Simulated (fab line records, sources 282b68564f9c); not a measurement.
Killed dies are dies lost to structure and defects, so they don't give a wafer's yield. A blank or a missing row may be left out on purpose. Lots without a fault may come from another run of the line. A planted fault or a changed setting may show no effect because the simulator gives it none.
A struck lot beside a sound one | flow rit_cmos | 33 steps out of a route of 202
Sound: wafers L445.2, L445.3, L445.6. Struck: wafers L451.1, L451.5, L451.6. The cause comes at the end.
At each step with rows: each side's tool, then ch and its chambers, then its first start. Under that, the readings that differ: sound wafers | struck wafers | difference of the means | sigmas: that difference in standard deviations of wafers without a fault.
alike: readings whose means differ by less than 2 such deviations, and words and numbers that are the same on both sides. not compared: withheld readings, readings that some wafer has no value for, bounds like >300 that may hide the same value, and numbers for which the record gives no deviation and whose values overlap.
The two part at a step that has a row with sigmas, a row that says differs or no value, or rows on one side only. Numbers that don't overlap but have no deviation are shown without sigmas and don't part them. A reading that every wafer of one side lacks parts them only if that side has two wafers or more.

first, 1 step without rows for these wafers: RIT_PWELL_DEVELOP_05 (develop time 68 s).
RIT_PWELL_OVL_MEAS_06:
  sound on overlay-02, day 2 12:01; struck on overlay-02, day 3 16:05
  alike: PWELL_OVL
then, 2 steps without rows for these wafers: RIT_PWELL_HARDBAKE_07 (time 120 s); RIT_PWELL_IMPLANT_08.
RIT_PWELL_STRIP_09: strips in O2, time 180 s.
  sound on plasma_asher-04 ch 1, day 2 12:27; struck on plasma_asher-03 ch 0,1, day 3 16:31
  alike: drypump_motor_current_A
  not compared: rf_hours_counter_h
RIT_PWELL_TW_MEAS_10:
  sound on film_metro-02, day 2 12:38; struck on film_metro-03, day 3 16:42
  alike: PWELL_TW
then, 1 step without rows for these wafers: RIT_WELLDRIVE_ANNEAL_00 (time 14700 s).
RIT_WELLDRIVE_RS_MEAS_01: measures by four-point-probe.
  sound on film_metro-04, day 2 19:07; struck on film_metro-02, day 3 21:50
  alike: NWELL_RS
RIT_WELLDRIVE_RS_MEAS_02: measures by four-point-probe.
  sound on film_metro-04, day 2 19:14; struck on film_metro-02, day 3 21:58
  reading           | sound             | struck            | difference | sigmas
  PWELL_RS (ohm/sq) | 429.3 429.0 429.1 | 431.6 432.4 433.2 | +3.3       | +2
then, 3 steps without rows for these wafers: RIT_NRETRO_HMDS_00 (prime time 60 s); RIT_NRETRO_COAT_01 (resist thk 1300 nm); RIT_NRETRO_SOFTBAKE_02 (time 60 s).
RIT_NRETRO_EXPOSE_03: exposes mask M4, target cd 43900 nm.
  sound on iline_stepper-01 ch 0, day 2 19:49; struck on iline_stepper-02 ch 0, day 3 22:39
  reading | sound          | struck         | difference | sigmas
  mask    | M4#0 M4#0 M4#0 | M5#0 M5#0 M5#0 | differs    |
then, 2 steps without rows for these wafers: RIT_NRETRO_PEB_04; RIT_NRETRO_DEVELOP_05 (develop time 68 s).
RIT_NRETRO_OVL_MEAS_06:
  sound on overlay-02, day 2 20:14; struck on overlay-01, day 3 23:05
  reading         | sound          | struck | difference                    | sigmas
  NRETRO_OVL (nm) | -0.3 -1.8 -1.3 | - - -  | no value on the struck wafers |
then, 2 steps without rows for these wafers: RIT_NRETRO_HARDBAKE_07 (time 120 s); RIT_NRETRO_IMPLANT_08.
RIT_NRETRO_STRIP_09: strips in O2, time 180 s.
  sound on plasma_asher-02 ch 0,1, day 2 20:40; struck on plasma_asher-04 ch 0,1, day 3 23:31
  alike: drypump_motor_current_A
  not compared: rf_hours_counter_h
RIT_NRETRO_TW_MEAS_10:
  sound on film_metro-01, day 2 20:50; struck on film_metro-04, day 3 23:42
  reading   | sound          | struck   | difference | sigmas
  NRETRO_TW | 1053 1057 1046 | 30 30 30 | -1022      | -99 or more
then, 6 steps without rows for these wafers: RIT_PRETRO_HMDS_00 (prime time 60 s); RIT_PRETRO_COAT_01 (resist thk 1300 nm); RIT_PRETRO_SOFTBAKE_02 (time 60 s); RIT_PRETRO_EXPOSE_03 (exposes mask M5, target cd 43700 nm); RIT_PRETRO_PEB_04; RIT_PRETRO_DEVELOP_05 (develop time 68 s).
RIT_PRETRO_OVL_MEAS_06:
  sound on overlay-02, day 2 21:54; struck on overlay-02, day 4 00:46
  alike: PRETRO_OVL
then, 2 steps without rows for these wafers: RIT_PRETRO_HARDBAKE_07 (time 120 s); RIT_PRETRO_IMPLANT_08.
RIT_PRETRO_STRIP_09: strips in O2, time 180 s.
  sound on plasma_asher-01 ch 0, day 2 22:22; struck on plasma_asher-02 ch 0,1, day 4 01:12
  alike: drypump_motor_current_A
  not compared: rf_hours_counter_h
RIT_PRETRO_TW_MEAS_10:
  sound on film_metro-02, day 2 22:33; struck on film_metro-03, day 4 01:22
  reading   | sound       | struck         | difference | sigmas
  PRETRO_TW | 476 477 475 | 1089 1090 1082 | +611       | +99 or more
then, 1 step without rows for these wafers: RIT_GATE_WET_ETCH_00 (etches SiO2 in BOE, target depth 56 nm, time 60 s).
RIT_M1_PROBE_99:
  sound on prober-01, day 4 00:28; struck on prober-02, day 5 04:03
  reading             | sound  | struck      | difference | sigmas
  killed_at_front_end | 9 11 8 | 264 264 264 | +255       | +85
  killed_dies         | 9 11 8 | 264 264 264 | +255       | +85
  killed_on_rim       | 4 6 3  | 70 70 70    | +66        | +41
  alike: killed_open, killed_short

WHERE THEY PART
First at RIT_WELLDRIVE_RS_MEAS_02; last, within this record, at RIT_M1_PROBE_99.

WHY: what the simulator had put in
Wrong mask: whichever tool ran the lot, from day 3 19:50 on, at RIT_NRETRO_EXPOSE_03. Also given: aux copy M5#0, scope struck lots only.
